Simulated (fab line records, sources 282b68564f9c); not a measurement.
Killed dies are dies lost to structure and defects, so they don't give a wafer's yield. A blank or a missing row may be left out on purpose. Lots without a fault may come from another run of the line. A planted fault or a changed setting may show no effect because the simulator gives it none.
A struck lot beside a sound one | flow rit_cmos | 17 steps out of a route of 202
Sound: wafers L232.1, L232.5, L232.6. Struck: wafers L242.2, L242.4, L242.5. The cause comes at the end.
At each step with rows: each side's tool, then ch and its chambers, then its first start. Under that, the readings that differ: sound wafers | struck wafers | difference of the means | sigmas: that difference in standard deviations of wafers without a fault.
alike: readings whose means differ by less than 2 such deviations, and words and numbers that are the same on both sides. not compared: withheld readings, readings that some wafer has no value for, bounds like >300 that may hide the same value, and numbers for which the record gives no deviation and whose values overlap.
The two part at a step that has a row with sigmas, a row that says differs or no value, or rows on one side only. Numbers that don't overlap but have no deviation are shown without sigmas and don't part them. A reading that every wafer of one side lacks parts them only if that side has two wafers or more.

first, 1 step without rows for these wafers: RIT_PRETRO_DEVELOP_05 (develop time 68 s).
RIT_PRETRO_OVL_MEAS_06:
  sound on overlay-02, day 2 17:43; struck on overlay-01, day 4 18:44
  alike: PRETRO_OVL
then, 2 steps without rows for these wafers: RIT_PRETRO_HARDBAKE_07 (time 120 s); RIT_PRETRO_IMPLANT_08.
RIT_PRETRO_STRIP_09: strips in O2, time 180 s.
  sound on plasma_asher-03 ch 0,1, day 2 18:09; struck on plasma_asher-01 ch 0,1, day 4 19:10
  alike: drypump_motor_current_A
  not compared: rf_hours_counter_h
RIT_PRETRO_TW_MEAS_10:
  sound on film_metro-02, day 2 18:19; struck on film_metro-04, day 4 19:22
  alike: PRETRO_TW
then, 5 steps without rows for these wafers: RIT_GATE_WET_ETCH_00 (etches SiO2 in BOE, target depth 56 nm, time 60 s); RIT_GATE_CLEAN_01 (cleans in SC1, time 600 s); RIT_GATE_CLEAN_02 (cleans in dHF, time 30 s); RIT_GATE_CLEAN_03 (cleans in SC2, time 600 s); RIT_GATE_CLEAN_04 (cleans in dHF, time 60 s).
RIT_FOX2_THK_MEAS_91:
  sound on film_metro-02, day 2 19:09; struck on film_metro-02, day 4 19:50
  alike: FIELD_OXIDE_LEFT_2_THK
RIT_GATE_OXIDATION_05: target thk 3 nm, ox time 270 s.
  sound on furnace-03 ch 0, day 2 19:22; struck on furnace-01 ch 0, day 4 21:22
  reading                                     | sound                | struck               | difference | sigmas
  spike_tc_centre_C (C)                       | 904.0 903.6 904.6    | 918.2 918.7 916.3    | +13.7      | +12
  spike_tc_load_C (C)                         | 928.3 928.8 928.4    | 938.9 937.9 938.8    | +10.0      | +4
  spike_tc_source_C (C)                       | 922.3 922.1 921.3    | 940.0 940.3 941.3    | +18.6      | +8
  tube_center_temp_C (C)                      | 899.97 900.07 900.01 | 915.07 914.82 914.95 | +14.93     | +99 or more
  tube_center_temp_C_max                      | 902.2 902.1 902.6    | 916.9 917.3 917.5    | +14.9      | +44
  model.SiO2_of_GATE_OXIDATION_05.thk_nm (nm) | 3.081 3.019 3.008    | 3.601 3.556 3.624    | +0.558     |
then, 1 step without rows for these wafers: RIT_GATE_ANNEAL_06 (time 600 s).
RIT_GATE_THK_MEAS_07:
  sound on film_metro-03, day 2 20:41; struck on film_metro-02, day 5 00:01
  reading             | sound          | struck         | difference | sigmas
  GATE_OXIDE_THK (nm) | 3.09 3.03 2.98 | 3.61 3.56 3.63 | +0.57      | +8
then, 1 step without rows for these wafers: RIT_GATE_CVD_08 (deposits poly-Si from SiH4, target thk 250 nm, time 2220 s).
RIT_M1_PROBE_99:
  sound on prober-01, day 3 20:28; struck on prober-01, day 5 22:56
  reading                             | sound             | struck            | difference | sigmas
  model.etest.pmos_0p3.r_on_ohm_um    | 6352 6375 6319    | 7362 7363 7408    | +1029      |
  model.etest.pmos_turned.r_on_ohm_um | 3540 3501 3502    | 3923 3832 3894    | +369       |
  model.etest.pmos_0p15.r_on_ohm_um   | 2847 2774 2774    | 3112 3094 3121    | +311       |
  model.etest.nmos_0p3.r_on_ohm_um    | 2196 2181 2196    | 2480 2465 2511    | +294       |
  model.etest.nmos_0p15.r_on_ohm_um   | 1130 1115 1133    | 1240 1236 1278    | +125       |
  model.etest.nmos_0p15.drive_ua_um   | 444.8 471.9 476.4 | 376.9 390.6 380.8 | -81.6      |
  model.etest.nmos_narrow.drive_ua_um | 213.1 219 220.4   | 173.2 177.9 171.8 | -43.2      |
  model.etest.nmos_0p3.drive_ua_um    | 214.1 218.9 222.4 | 174 177.7 174.1   | -43        |
  alike: killed_at_front_end, killed_dies, killed_open, killed_short

WHERE THEY PART
First at RIT_GATE_OXIDATION_05; last, within this record, at RIT_GATE_THK_MEAS_07. Later steps at which nothing parts them and some readings are alike: RIT_M1_PROBE_99.

WHY: what the simulator had put in
Process parameter drift: furnace-01, from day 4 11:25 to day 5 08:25, at RIT_GATE_OXIDATION_05. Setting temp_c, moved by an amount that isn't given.
